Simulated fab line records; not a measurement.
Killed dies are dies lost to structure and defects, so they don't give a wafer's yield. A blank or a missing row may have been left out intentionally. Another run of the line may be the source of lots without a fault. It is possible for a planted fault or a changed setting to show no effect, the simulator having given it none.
Lot-split experiment | flow berkeley_cmos170 | on a route of 331 steps: 5 lots, 23 wafers read

SPLIT DETAILS
At UCB170_CONTACT_COAT_04 (resist thk 900 nm), the setting spin_rpm was moved away from the recipe's 1500 rpm on 10 of the 23 wafers read, by -7.3% to +4.9%. This setting was run at the recipe's value on the other wafers.

The split's own step is where the reading is taken.

THE READING
KrF_of_CONTACT_COAT_04.thk_nm (the simulator's own value, which no gauge read), in nm, at UCB170_CONTACT_COAT_04 (resist thk 900 nm). There is no usual value for it anywhere in the file. Here, 13 wafers ran the recipe; their average is 899.6 nm with a standard deviation of 2.1 nm.

wafer  | tool, chamber at the split | spin_rpm as run, rpm | against the recipe | KrF_of_CONTACT_COAT_04.thk_nm, nm | against lot-mates on the recipe
L076.1 | litho_track-01, 0          | 1500                 | recipe             | 899.6                             | -
L076.4 | litho_track-01, 0          | 1500                 | recipe             | 901.2                             | -
L076.6 | litho_track-01, 0          | 1500                 | recipe             | 900.1                             | -
L079.1 | litho_track-02, 0          | 1500                 | recipe             | 900.5                             | -
L079.2 | litho_track-02, 0          | 1500                 | recipe             | 902.7                             | -
L079.3 | litho_track-02, 0          | 1454                 | -3.1%              | 916.4                             | +14.0
L079.4 | litho_track-02, 0          | 1500                 | recipe             | 904                               | -
L079.5 | litho_track-02, 0          | 1454                 | -3.1%              | 915.4                             | +13.0
L081.1 | litho_track-03, 0          | 1500                 | recipe             | 898.2                             | -
L081.2 | litho_track-03, 0          | 1390                 | -7.3%              | 931.8                             | +33.2
L081.3 | litho_track-03, 0          | 1390                 | -7.3%              | 931.5                             | +32.9
L081.5 | litho_track-03, 0          | 1500                 | recipe             | 899                               | -
L081.6 | litho_track-03, 0          | 1390                 | -7.3%              | 931.6                             | +33.0
L084.1 | litho_track-02, 0          | 1500                 | recipe             | 896.3                             | -
L084.2 | litho_track-02, 0          | 1541                 | +2.7%              | 886.6                             | -10.9
L084.4 | litho_track-02, 0          | 1541                 | +2.7%              | 886.5                             | -11.0
L084.5 | litho_track-02, 0          | 1500                 | recipe             | 898.8                             | -
L084.6 | litho_track-02, 0          | 1541                 | +2.7%              | 884.9                             | -12.6
L082.2 | litho_track-03, 0          | 1500                 | recipe             | 898.8                             | -
L082.3 | litho_track-03, 0          | 1574                 | +4.9%              | 880.4                             | -17.7
L082.4 | litho_track-03, 0          | 1500                 | recipe             | 897                               | -
L082.5 | litho_track-03, 0          | 1574                 | +4.9%              | 876.3                             | -21.8
L082.6 | litho_track-03, 0          | 1500                 | recipe             | 898.6                             | -

THE FIT
A straight line over all 23 wafers: KrF_of_CONTACT_COAT_04.thk_nm changes by -4.48 nm for each +1% of spin_rpm; r = -0.99; the points scatter about the line by 2 nm.
The same after taking each lot's own level away (the mean of its wafers on the recipe; 23 wafers): -4.36 nm for each +1%; r = -1.00; scatter 1.2 nm.
According to that fit, moving spin_rpm by its largest amount changes the reading by 32 nm.
From 897.55 to 902.40 nm: that is the span of the lots' own levels, equal to 2.4 times the standard deviation above.
The two slopes are in agreement: the lot-to-lot level therefore moves the slope only a little.
Check: for one of the wafers moved furthest among these (-7.3%), held out of the fit, the line's prediction against its lot-mates is +32.1 nm. Against them it came out at +33.2 nm.

ADDITIONAL SPLITS CARRIED BY THESE WAFERS
These wafers also went through other splits before the reading. Each is held against what the fit with the lots' levels taken away leaves over:
other split on the same wafers | wafers away from the commonest value | r with KrF_of_CONTACT_COAT_04.thk_nm (lot level and that fit taken away)
UCB170_SDANNEAL_RTA_00 time_s  | 6                                    | +0.25

THE WHOLE CHAIN: every reading that the file lists as answering this split, in the file's order
step                    | what it does      | reading                                                                        | change (the file's fit)              | r (the file's)
UCB170_CONTACT_COAT_04  | resist thk 900 nm | KrF_of_CONTACT_COAT_04.thk_nm (the simulator's own value, which no gauge read) | -4.34 nm for each +1% of the setting | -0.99
UCB170_CONTACT_STRIP_06 | strips in O2      | strip_time_to_endpoint_s                                                       | withheld for each +1% of the setting | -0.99

FILE'S OWN FIT
KrF_of_CONTACT_COAT_04.thk_nm changes by -4.34 nm for each +1% of spin_rpm, r = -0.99.
